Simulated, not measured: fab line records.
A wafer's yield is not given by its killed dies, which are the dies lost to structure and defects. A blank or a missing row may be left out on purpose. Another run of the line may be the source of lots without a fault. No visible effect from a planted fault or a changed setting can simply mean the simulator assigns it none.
fab line records | flow rit_cmos
[record] lots = 6 wafers = 18 last_day = 7
route steps=202 shown SPACER@127 NSD@131 PSD@142 SDANNEAL@153 PLDD@159 M1@202
lots that met no fault: taken from a fault-free run of the same line
start_h: hours from the record's opening day to when the first of the lot's shown wafers began | wait_h: hours elapsed since this lot's preceding step | " same as the row above | L1.1+2: several wafers, shown together as one row | - value missing, or start not given | * or withheld: withheld | < > ~ a bound
route shown NAME@n: a module of which the file shows steps, and the number in the route of the first | usual: the fault-free wafers' mean and standard deviation | same: alike in all rows | chamber/n: place in a boat | sites: per-site readings | _std_site: their standard deviation | _edge_site: the outer-site mean with the inner-site mean subtracted | radius_mm: how far each site lies from the wafer's centre | mask NAME#n: copy n | behind: the last tool/chamber to shape the wafer | hold: what put the lot on hold/how long, in hours/how the hold closed | device: transistor that didn't switch, given as n, p or np | end of line: the route-end tests of the same wafers | step lacking rows: just its recipe | killed: count of dies lost to structure and defects at first sort (not the wafer's yield) | map: per-die view of a wafer (x killed, . not killed, _ where there is no die)
set.NAME: the setting the step ran with; set.NAME@STEP: the setting that earlier step ran with | model.NAME: the simulator's own value behind a step, which no gauge read
lots seen at some steps along the route; tables by step, rows by wafer
services: from which hour (start_h, from the record's first day; less than 0 if before it) a tool's chamber was out of use, for how many hours, and why
[[steps]]
[step RIT_SPACER_CLEAN_02]
[recipe] chemistry = SC2 mix = 3:3:50 time_s = 600 temp_c = 75 dry = n2_spin
[step RIT_SPACER_CVD_03]
[recipe] material = Si3N4 target_thk_nm = 250 temp_c = 810 precursor = SiH2Cl2/NH3 time_s = 3300 pressure_mtorr = 300 sih2cl2_flow_sccm = 60 nh3_flow_sccm = 150
[step RIT_SPACER_THK_MEAS_04]
[recipe] reads = Si3N4_of_SPACER_CVD_03
[usual] SPACER_NITRIDE_THK = 251.0/2.2
// columns lot.wafer tool chamber start_h wait_h SPACER_NITRIDE_THK[nm]
L579.1 film_metro-03 - 69.98 0.0 251.6
L579.5 " - " " 250.3
L579.6 " - " " 248.6
L581.2 film_metro-01 - 81.65 0.0 249.3
L581.4 " - " " 250.5
L581.5 " - " " 252.0
L584.4 film_metro-03 - 96.36 0.0 249.7
L584.5 " - " " 248.2
L584.6 " - " " 247.4
L593.1 film_metro-03 - 142.42 0.0 251.5
L593.2 " - " " 249.9
L593.4 " - " " 248.3
L594.2 film_metro-03 - 146.33 0.0 251.4
L594.5 " - " " 250.1
L594.6 " - " " 250.8
L595.1 film_metro-01 - 150.63 0.0 249.1
L595.2 " - " " 249.6
L595.6 " - " " 248.9
[step RIT_SPACER_ETCHBACK_05]
[recipe] target_depth_a = 2500 SF6_flow_sccm = 30 CHF3_flow_sccm = 30 target = Si3N4 chemistry = SF6/CHF3 pressure_mtorr = 40 rf_w = 250 time_s = 240 stop_on = SiO2
[usual] drypump_motor_current_A = 6.1/0.36 oes_product_au = 0.848/0.013 throttle_valve_pct = 10.30/0.15
// columns lot.wafer tool chamber start_h wait_h drypump_motor_current_A oes_product_au rf_hours_counter_h throttle_valve_pct
L579.1 rie_diel-04 2 70.04 0.1 6.2 0.862 159 10.21
L579.5 " 0 " " 5.7 0.832 - 10.11
L579.6 " 1 " " 5.4 0.843 - 10.28
L581.2 rie_diel-04 3 81.70 0.0 6.0 0.844 4 10.25
L581.4 " 0 " " 5.7 0.835 131 10.11
L581.5 " 2 " " 6.2 0.866 - 10.20
L584.4 rie_diel-03 1 96.39 0.0 6.0 0.851 14 10.22
L584.5 " 0 " " 5.9 0.840 - 10.44
L584.6 " 1 " " 6.0 0.839 - 10.23
L593.1 rie_diel-03 3 142.48 0.1 6.4 0.856 3 10.55
L593.2 " 2 " " 6.0 0.854 8 10.39
L593.4 " 1 " " 6.0 0.846 15 10.23
L594.2 rie_diel-03 1 146.38 0.0 6.0 0.841 15 10.22
L594.5 " 1 " " 6.0 0.855 - 10.21
L594.6 " 0 " " 5.9 0.839 - 10.43
L595.1 rie_diel-02 1 150.69 0.1 5.7 0.842 111 10.41
L595.2 " 2 " " 5.9 0.822 0 10.27
L595.6 " 0 " " 6.7 0.837 - 10.05
[step RIT_NSD_HMDS_00]
[recipe] prime_time_s = 60 prime_temp_c = 140
[step RIT_NSD_COAT_01]
[recipe] resist = NOVOLAK spin_rpm = 3250 resist_thk_nm = 1000
[step RIT_NSD_SOFTBAKE_02]
[recipe] resist = NOVOLAK temp_c = 90 time_s = 60
[step RIT_NSD_EXPOSE_03]
[recipe] mask_id = M9 na = 0.57 target_cd_nm = 40700 dose_mj = 250
[step RIT_NSD_PEB_04]
[recipe] resist = NOVOLAK temp_c = withheld time_s = withheld
[step RIT_NSD_DEVELOP_05]
[recipe] resist = NOVOLAK develop_time_s = 50 dev_temp_c = 23
[step RIT_NSD_OVL_MEAS_06]
[usual] NSD_OVL = 1.2/1.3
// columns lot.wafer tool chamber start_h wait_h NSD_OVL[nm]
L579.1 overlay-01 - 71.04 - 0.1
L579.5 " - " " 1.8
L579.6 " - " " 0.4
L581.2 overlay-01 - 82.72 - 0.4
L581.4 " - " " 2.1
L581.5 " - " " 1.4
L584.4 overlay-02 - 97.59 - -0.3
L584.5 " - " " 0.0
L584.6 " - " " 0.0
L593.1 overlay-02 - 143.60 - 0.6
L593.2 " - " " 0.1
L593.4 " - " " 1.4
L594.2 overlay-01 - 147.57 - 1.7
L594.5 " - " " 2.5
L594.6 " - " " 1.6
L595.1 overlay-02 - 151.74 - 2.1
L595.2 " - " " 0.1
L595.6 " - " " 1.4
[step RIT_NSD_HARDBAKE_07]
[recipe] resist = NOVOLAK temp_c = 140 time_s = 60
[step RIT_NSD_IMPLANT_08]
[recipe] species = P energy_kev = 25 dose_cm2 = 1e+15 tilt_deg = 7
[usual] beam_energy_keV = 25.002/0.0075
[same] implant_ion_amu = 31
// columns lot.wafer tool chamber start_h wait_h beam_energy_keV model.implant.rp_nm model.implant.drp_nm
L579.1 implanter-03 0 71.53 0.1 24.997 32.34 14.84
L579.5 " 0 " " 24.995 32.34 14.84
L579.6 " 0 " " 25.000 32.34 14.84
L581.2 implanter-02 0 82.92 0.1 25.011 32.23 14.84
L581.4 " 0 " " 25.004 32.23 14.84
L581.5 " 0 " " 25.009 32.23 14.84
L584.4 implanter-02 0 97.83 0.1 24.990 33.58 14.84
L584.5 " 0 " " 25.006 33.58 14.84
L584.6 " 0 " " 25.009 33.58 14.84
L593.1 implanter-02 0 143.79 0.1 32.503 40.02 17.72
L593.2 " 0 " " 32.498 40.02 17.72
L593.4 " 0 " " 32.508 40.02 17.72
L594.2 implanter-02 0 147.77 0.1 32.505 40.26 17.72
L594.5 " 0 " " 32.490 40.26 17.72
L594.6 " 0 " " 32.500 40.26 17.72
L595.1 implanter-03 0 151.93 0.1 25.011 31.52 14.84
L595.2 " 0 " " 24.997 31.52 14.84
L595.6 " 0 " " 24.998 31.52 14.84
[step RIT_NSD_STRIP_09]
[recipe] chemistry = O2 time_s = 180 resist = NOVOLAK platen_temp_c = withheld power_w = 500 pressure_mtorr = 4000 o2_flow_sccm = 4000
[usual] drypump_motor_current_A = 5.8/0.48
// columns lot.wafer tool chamber start_h wait_h drypump_motor_current_A rf_hours_counter_h
L579.1 plasma_asher-04 0 71.68 0.1 5.8 44
L579.5 " 0 " " 5.8 -
L579.6 " 1 " " 6.4 -
L581.2 plasma_asher-04 1 83.05 0.1 6.5 46
L581.4 " 0 " " 5.8 -
L581.5 " 0 " " 5.8 -
L584.4 plasma_asher-02 0 97.96 0.1 6.1 -
L584.5 " 1 " " 4.9 -
L584.6 " 0 " " 6.2 -
L593.1 plasma_asher-01 0 143.94 0.1 5.2 52
L593.2 " 1 " " 6.0 52
L593.4 " 1 " " 6.0 -
L594.2 plasma_asher-04 0 147.90 0.1 5.8 54
L594.5 " 0 " " 5.8 -
L594.6 " 1 " " 6.5 -
L595.1 plasma_asher-04 0 152.08 0.1 5.8 54
L595.2 " 1 " " 6.5 54
L595.6 " 0 " " 5.8 -
[step RIT_NSD_TW_MEAS_10]
[usual] NSD_TW = 3090/23
// columns lot.wafer tool chamber start_h wait_h NSD_TW
L579.1 film_metro-04 - 71.85 0.1 3060
L579.5 " - " " 3045
L579.6 " - " " 3049
L581.2 film_metro-02 - 83.23 0.1 3089
L581.4 " - " " 3089
L581.5 " - " " 3083
L584.4 film_metro-03 - 98.11 0.1 3115
L584.5 " - " " 3113
L584.6 " - " " 3126
L593.1 film_metro-04 - 144.11 0.1 3291
L593.2 " - " " 3293
L593.4 " - " " 3309
L594.2 film_metro-04 - 148.08 0.1 3303
L594.5 " - " " 3268
L594.6 " - " " 3289
L595.1 film_metro-04 - 152.25 0.1 3061
L595.2 " - " " 3044
L595.6 " - " " 3061
[step RIT_PSD_HMDS_00]
[recipe] prime_time_s = 60 prime_temp_c = 140
[step RIT_PSD_COAT_01]
[recipe] resist = NOVOLAK spin_rpm = 3250 resist_thk_nm = 1000
[step RIT_PSD_SOFTBAKE_02]
[recipe] resist = NOVOLAK temp_c = 90 time_s = 60
[step RIT_PSD_EXPOSE_03]
[recipe] mask_id = M10 na = 0.57 target_cd_nm = 40900 dose_mj = 250
[step RIT_PSD_PEB_04]
[recipe] resist = NOVOLAK temp_c = withheld time_s = withheld
[step RIT_PSD_DEVELOP_05]
[recipe] resist = NOVOLAK develop_time_s = 50 dev_temp_c = 23
[step RIT_PSD_OVL_MEAS_06]
[usual] PSD_OVL = 0.3/1.3
// columns lot.wafer tool chamber start_h wait_h PSD_OVL[nm]
L579.1 overlay-02 - 72.76 - -1.1
L579.5 " - " " -0.2
L579.6 " - " " 0.6
L581.2 overlay-02 - 84.14 - 1.1
L581.4 " - " " 0.4
L581.5 " - " " -0.9
L584.4 overlay-01 - 99.01 - -1.2
L584.5 " - " " 0.5
L584.6 " - " " -0.7
L593.1 overlay-01 - 145.15 - 0.1
L593.2 " - " " 1.1
L593.4 " - " " -0.6
L594.2 overlay-02 - 149.11 - -1.0
L594.5 " - " " 2.1
L594.6 " - " " -0.1
L595.1 overlay-02 - 153.40 - 1.7
L595.2 " - " " 2.0
L595.6 " - " " 2.8
[step RIT_PSD_HARDBAKE_07]
[recipe] resist = NOVOLAK temp_c = 140 time_s = 60
[step RIT_PSD_IMPLANT_08]
[recipe] species = BF2 energy_kev = 27 dose_cm2 = 5e+15 tilt_deg = 7
[step RIT_PSD_STRIP_09]
[recipe] chemistry = O2 time_s = 180 resist = NOVOLAK platen_temp_c = withheld power_w = 500 pressure_mtorr = 4000 o2_flow_sccm = 4000
[usual] drypump_motor_current_A = 5.9/0.57
// columns lot.wafer tool chamber start_h wait_h drypump_motor_current_A rf_hours_counter_h
L579.1 plasma_asher-04 0 73.10 0.1 5.8 45
L579.5 " 1 " " 6.5 -
L579.6 " 0 " " 5.8 -
L581.2 plasma_asher-04 1 84.47 0.1 6.5 46
L581.4 " 1 " " 6.5 -
L581.5 " 0 " " 5.8 -
L584.4 plasma_asher-04 0 99.38 0.1 5.8 -
L584.5 " 0 " " 5.8 -
L584.6 " 1 " " 6.5 -
L593.1 plasma_asher-03 1 145.48 0.1 6.1 35
L593.2 " 0 " " 4.9 35
L593.4 " 0 " " 4.9 -
L594.2 plasma_asher-04 1 149.44 0.1 6.5 54
L594.5 " 0 " " 5.8 -
L594.6 " 1 " " 6.5 -
L595.1 plasma_asher-02 1 153.74 0.1 4.9 3
L595.2 " 0 " " 6.2 3
L595.6 " 0 " " 6.2 -
[step RIT_PSD_TW_MEAS_10]
[usual] PSD_TW = 3390/18
// columns lot.wafer tool chamber start_h wait_h PSD_TW
L579.1 film_metro-02 - 73.27 0.1 3380
L579.5 " - " " 3383
L579.6 " - " " 3379
L581.2 film_metro-03 - 84.65 0.1 3400
L581.4 " - " " 3404
L581.5 " - " " 3404
L584.4 film_metro-02 - 99.53 0.1 3393
L584.5 " - " " 3384
L584.6 " - " " 3395
L593.1 film_metro-02 - 145.66 0.1 3360
L593.2 " - " " 3359
L593.4 " - " " 3366
L594.2 film_metro-02 - 149.63 0.1 3376
L594.5 " - " " 3385
L594.6 " - " " 3379
L595.1 film_metro-04 - 153.91 0.1 3361
L595.2 " - " " 3360
L595.6 " - " " 3364
[step RIT_SDANNEAL_CLEAN_00]
[recipe] chemistry = SC1 mix = 3:3:50 time_s = 600 temp_c = 75
[step RIT_SDANNEAL_CLEAN_01]
[recipe] chemistry = dHF dilution = 50:1 time_s = 30
[step RIT_SDANNEAL_CLEAN_02]
[recipe] chemistry = SC2 mix = 3:3:50 time_s = 600 temp_c = 75 dry = n2_spin
[step RIT_SDANNEAL_RTA_03]
[recipe] temp_c = 1050 time_s = 5 idle_temp_c = 600 ramp_up_c_per_s = 342 ramp_down_c_per_s = 171 cool_to_c = 600 ambient = N2
[usual] wafer_temp_C_max = 1053.4/1
// columns lot.wafer tool chamber start_h wait_h wafer_temp_C_max
L579.1 rtp_anneal-02 0 73.70 0.0 1052.8
L579.5 " 0 " " 1053.9
L579.6 " 0 " " 1053.1
L581.2 rtp_anneal-02 0 85.09 0.0 1054.5
L581.4 " 0 " " 1054.1
L581.5 " 0 " " 1052.1
L584.4 rtp_anneal-01 0 99.96 0.0 1053.6
L584.5 " 0 " " 1052.6
L584.6 " 0 " " 1052.3
L593.1 rtp_anneal-02 0 146.10 0.0 1053.1
L593.2 " 0 " " 1052.5
L593.4 " 0 " " 1053.1
L594.2 rtp_anneal-02 0 150.07 0.0 1053.4
L594.5 " 0 " " 1054.1
L594.6 " 0 " " 1053.1
L595.1 rtp_anneal-01 0 154.34 0.0 1054.5
L595.2 " 0 " " 1054.1
L595.6 " 0 " " 1052.3
[step RIT_SDANNEAL_RS_MEAS_04]
[recipe] thk_meas_gauge = four-point-probe
[usual] PSD_RS = 115.80/0.26
// columns lot.wafer tool chamber start_h wait_h PSD_RS[ohm/sq]
L579.1 film_metro-02 - 73.76 0.0 115.66
L579.5 " - " " 115.90
L579.6 " - " " 115.93
L581.2 film_metro-04 - 85.16 0.1 116.12
L581.4 " - " " 115.81
L581.5 " - " " 115.61
L584.4 film_metro-03 - 100.05 0.1 116.10
L584.5 " - " " 116.07
L584.6 " - " " 115.94
L593.1 film_metro-02 - 146.16 0.0 115.76
L593.2 " - " " 116.16
L593.4 " - " " 115.80
L594.2 film_metro-03 - 150.14 0.1 115.72
L594.5 " - " " 115.60
L594.6 " - " " 115.63
L595.1 film_metro-04 - 154.40 0.0 115.06
L595.2 " - " " 115.66
L595.6 " - " " 115.41
[step RIT_SDANNEAL_RS_MEAS_05]
[recipe] thk_meas_gauge = four-point-probe
[usual] NSD_RS = 84.6/0.3
// columns lot.wafer tool chamber start_h wait_h NSD_RS[ohm/sq]
L579.1 film_metro-02 - 73.88 0.1 85.1
L579.5 " - " " 85.1
L579.6 " - " " 85.3
L581.2 film_metro-04 - 85.28 0.1 84.1
L581.4 " - " " 84.3
L581.5 " - " " 84.3
L584.4 film_metro-03 - 100.17 0.1 84.7
L584.5 " - " " 84.7
L584.6 " - " " 84.6
L593.1 film_metro-02 - 146.28 0.1 81.6
L593.2 " - " " 81.8
L593.4 " - " " 81.7
L594.2 film_metro-03 - 150.26 0.1 81.8
L594.5 " - " " 81.5
L594.6 " - " " 81.5
L595.1 film_metro-04 - 154.52 0.1 85.1
L595.2 " - " " 85.3
L595.6 " - " " 85.1
[step RIT_SDANNEAL_RS_MEAS_06]
[recipe] thk_meas_gauge = four-point-probe
[usual] PLDD_RS = 178.5/0.46
// columns lot.wafer tool chamber start_h wait_h PLDD_RS[ohm/sq]
L579.1 film_metro-02 - 74.00 0.1 178.1
L579.5 " - " " 178.1
L579.6 " - " " 178.6
L581.2 film_metro-04 - 85.40 0.1 178.6
L581.4 " - " " 177.8
L581.5 " - " " 177.9
L584.4 film_metro-03 - 100.29 0.1 178.9
L584.5 " - " " 178.9
L584.6 " - " " 179.4
L593.1 film_metro-02 - 146.40 0.1 178.5
L593.2 " - " " 178.6
L593.4 " - " " 178.4
L594.2 film_metro-03 - 150.38 0.1 178.5
L594.5 " - " " 178.8
L594.6 " - " " 178.9
L595.1 film_metro-04 - 154.64 0.1 177.3
L595.2 " - " " 177.9
L595.6 " - " " 178.2
[step RIT_M1_PROBE_99]
[usual] killed_at_contacts = 0.1/0.3 killed_at_front_end = 7.1/3 killed_dies = 7.3/3 killed_open = 3.6/2 killed_short = 3.5/1.9
[same] gross_dies = 264 killed_at_M0_to_M3 = 0 killed_at_M4_up = 0 killed_at_back_side = 0 killed_at_other = 0
// columns lot.wafer tool chamber start_h wait_h killed_at_contacts killed_at_front_end killed_dies killed_open killed_short model.etest.contact_nplus.end_ohm_um model.etest.nmos_0p15.junction_log10_a_um model.etest.diode_nplus_pwell.bv_v model.etest.nmos_0p3.bv_v model.etest.nmos_0p15.bv_v
L579.1 prober-02 - 81.15 0.1 0 9 9 3 6 43.89 -13.64 6.026 5.56 5.56
L579.5 prober-02 - 81.35 0.2 0 9 9 6 3 42.04 -13.72 6.022 5.589 5.589
L579.6 prober-02 - 81.40 0.2 0 4 4 2 2 41.88 -13.65 6.03 5.566 5.566
L581.2 prober-02 - 92.64 0.1 0 11 11 8 3 42.39 -13.43 6.052 5.527 5.527
L581.4 prober-02 - 92.74 0.2 0 8 8 4 3 42.07 -13.32 6.002 5.503 5.503
L581.5 prober-02 - 92.79 0.2 0 13 13 7 5 42.76 -13.46 5.993 5.514 5.514
L584.4 prober-01 - 108.64 0.2 0 6 6 3 3 40.12 -13.44 5.962 5.503 5.503
L584.5 prober-01 - 108.69 0.2 0 9 9 5 4 40.75 -13.53 5.964 5.543 5.543
L584.6 prober-01 - 108.74 0.2 0 12 12 8 4 39.6 -13.51 5.965 5.529 5.529
L593.1 prober-02 - 154.06 0.1 0 6 6 4 2 36.45 -13.73 6.167 5.622 5.622
L593.2 prober-02 - 154.11 0.1 0 8 8 3 5 38.12 -13.82 6.204 5.613 5.613
L593.4 prober-02 - 154.21 0.2 0 7 7 3 4 36.35 -13.87 6.175 5.607 5.607
L594.2 prober-01 - 157.76 0.1 0 8 8 5 3 37.03 -13.92 6.106 5.578 5.578
L594.5 prober-01 - 157.91 0.2 0 8 8 4 4 38.86 -13.63 6.102 5.586 5.586
L594.6 prober-01 - 157.96 0.2 0 8 8 2 6 38.16 -13.51 6.151 5.631 5.631
L595.1 prober-02 - 161.63 0.1 0 8 8 5 3 44.25 -13.49 5.88 5.53 5.53
L595.2 prober-02 - 161.68 0.1 0 5 5 3 2 43.05 -13.34 5.918 5.527 5.527
L595.6 prober-02 - 161.88 0.2 1 13 14 8 6 42.32 -13.34 5.939 5.56 5.56
// killed by level:class
L579.1 GATE:geometric_particle:short=2 GATE:geometric_particle:open=2 SILICIDE:geometric_particle:short=2 FOX1:geometric_particle:short=1 FOX2:geometric_particle:open=1 REOX:geometric_particle:short=1
L579.5 GATE:geometric_particle:open=3 REOX:geometric_particle:open=2 FOX1:geometric_particle:short=1 FOX2:geometric_particle:short=1 GATE:geometric_particle:short=1 SILICIDE:geometric_particle:open=1
L579.6 GATE:geometric_particle:open=2 GATE:geometric_particle:short=2
L581.2 REOX:geometric_particle:open=6 FOX2:geometric_particle:open=1 GATE:geometric_particle:short=1 REOX:geometric_particle:short=1 SILICIDE:geometric_particle:short=1 SILICIDE:geometric_particle:open=1
L581.4 SPACER:geometric_particle:open=2 FOX2:geometric_particle:short=1 GATE:geometric_particle:short=1 GATE:geometric_particle:open=1 REOX:geometric_particle:open=1 SPACER:geometric_particle:short=1 GATE:coat_microbubble_printed=1
L581.5 GATE:geometric_particle:short=3 GATE:geometric_particle:open=3 SPACER:geometric_particle:open=2 FOX1:geometric_particle:open=1 REOX:geometric_particle:short=1 REOX:geometric_particle:open=1 SILICIDE:geometric_particle:short=1 GATE:coat_microbubble_printed=1
L584.4 SILICIDE:geometric_particle:open=2 SILICIDE:geometric_particle:short=2 FOX1:geometric_particle:open=1 GATE:geometric_particle:short=1
L584.5 SILICIDE:geometric_particle:open=3 FOX1:geometric_particle:short=1 FOX1:geometric_particle:open=1 GATE:geometric_particle:short=1 REOX:geometric_particle:open=1 REOX:geometric_particle:short=1 SPACER:geometric_particle:short=1
L584.6 REOX:geometric_particle:open=3 SILICIDE:geometric_particle:open=3 SILICIDE:geometric_particle:short=2 FOX1:geometric_particle:short=1 GATE:geometric_particle:open=1 REOX:geometric_particle:short=1 SPACER:geometric_particle:open=1
L593.1 GATE:geometric_particle:open=3 GATE:geometric_particle:short=1 SPACER:geometric_particle:short=1 SPACER:geometric_particle:open=1
L593.2 GATE:geometric_particle:short=4 GATE:geometric_particle:open=2 FOX1:geometric_particle:short=1 FOX1:geometric_particle:open=1
L593.4 GATE:geometric_particle:short=3 GATE:geometric_particle:open=1 REOX:geometric_particle:open=1 SPACER:geometric_particle:short=1 SILICIDE:geometric_particle:open=1
L594.2 FOX1:geometric_particle:short=2 FOX2:geometric_particle:open=2 FOX1:geometric_particle:open=1 REOX:geometric_particle:open=1 REOX:geometric_particle:short=1 SILICIDE:geometric_particle:open=1
L594.5 FOX1:geometric_particle:short=2 FOX2:geometric_particle:open=1 GATE:geometric_particle:short=1 GATE:geometric_particle:open=1 REOX:geometric_particle:open=1 SPACER:geometric_particle:open=1 SPACER:geometric_particle:short=1
L594.6 REOX:geometric_particle:short=4 FOX1:geometric_particle:short=1 FOX1:geometric_particle:open=1 GATE:geometric_particle:short=1 REOX:geometric_particle:open=1
L595.1 FOX1:geometric_particle:open=1 FOX1:geometric_particle:short=1 FOX2:geometric_particle:open=1 GATE:geometric_particle:short=1 REOX:geometric_particle:open=1 SPACER:geometric_particle:open=1 SILICIDE:geometric_particle:short=1 SILICIDE:geometric_particle:open=1
L595.2 FOX1:geometric_particle:open=1 GATE:geometric_particle:short=1 GATE:geometric_particle:open=1 SILICIDE:geometric_particle:short=1 SILICIDE:geometric_particle:open=1
L595.6 FOX1:geometric_particle:open=2 GATE:geometric_particle:open=2 GATE:geometric_particle:short=2 REOX:geometric_particle:short=2 SILICIDE:geometric_particle:open=2 ACTIVE:geometric_particle:short=1 FOX1:geometric_particle:short=1 REOX:geometric_particle:open=1
[[services]]
// columns tool chamber start_h hours kind
rie_diel-03 2 46.45 9.0 repair
rie_diel-04 - 48.42 15.2 repair
rie_diel-03 0 58.11 2.8 repair
rie_diel-03 1 72.59 11.7 repair
rie_diel-03 2 83.28 2.2 repair
rie_diel-04 0 83.70 4.1 repair
rie_diel-02 2 95.63 - clean
rie_diel-02 2 95.63 36.7 scheduled_down
rie_diel-02 2 95.63 36.7 vent_cycle
rie_diel-03 3 103.44 3.8 repair
rie_diel-04 2 104.53 - clean
rie_diel-04 2 104.53 24.1 scheduled_down
rie_diel-04 2 104.53 24.1 vent_cycle
plasma_asher-02 - 108.75 9.0 pm
plasma_asher-02 0 108.75 9.0 vent_cycle
plasma_asher-02 1 108.75 9.0 vent_cycle
plasma_asher-03 - 110.13 0.6 repair
rie_diel-02 1 115.91 2.9 repair
plasma_asher-02 0 117.75 - clean
plasma_asher-02 1 117.75 - clean
plasma_asher-02 - 120.17 14.6 pm
rie_diel-02 3 132.35 - clean
implanter-02 - 148.88 6.1 repair
rtp_anneal-01 - 149.12 4.0 pm
[[key]]
[first_sign] step = RIT_NSD_IMPLANT_08 reading = beam_energy_keV direction = up sigmas = 99+ usual = 25.002 struck = 32.500
[effect] step = RIT_NSD_TW_MEAS_10 reading = NSD_TW direction = up sigmas = 8.6 usual = 3090 struck = 3292
[effect] step = RIT_SDANNEAL_RS_MEAS_05 reading = NSD_RS direction = down sigmas = 9.5 usual = 84.6 struck = 81.7
[model_effect] step = RIT_NSD_IMPLANT_08 value = implant.rp_nm without = 32.88 struck = 40.14
[model_effect] step = RIT_M1_PROBE_99 value = etest.contact_nplus.end_ohm_um without = 41.66 struck = 37.5
met_at RIT_NSD_IMPLANT_08
struck_wafers L593.1,L593.2,L593.4,L594.2,L594.5,L594.6
tester_left_out L593,L594
onset_between 97.83 143.79
[fault] kind = process_parameter_drift tool = implanter-02 chamber = - onset_h = 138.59 steps = RIT_NSD_IMPLANT_08 channel = energy_kev offset = 7.5 shape = step end_h = 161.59 acts_in = these_recipes_only stated = 25
// tester_left_out: of these lots the tester's yield and bins aren't shown, on N5 and GAA mostly nor the transistor test; their killed dies are dies lost to structure and defects alone, not to doping, threshold or leakage, so they don't give the yield
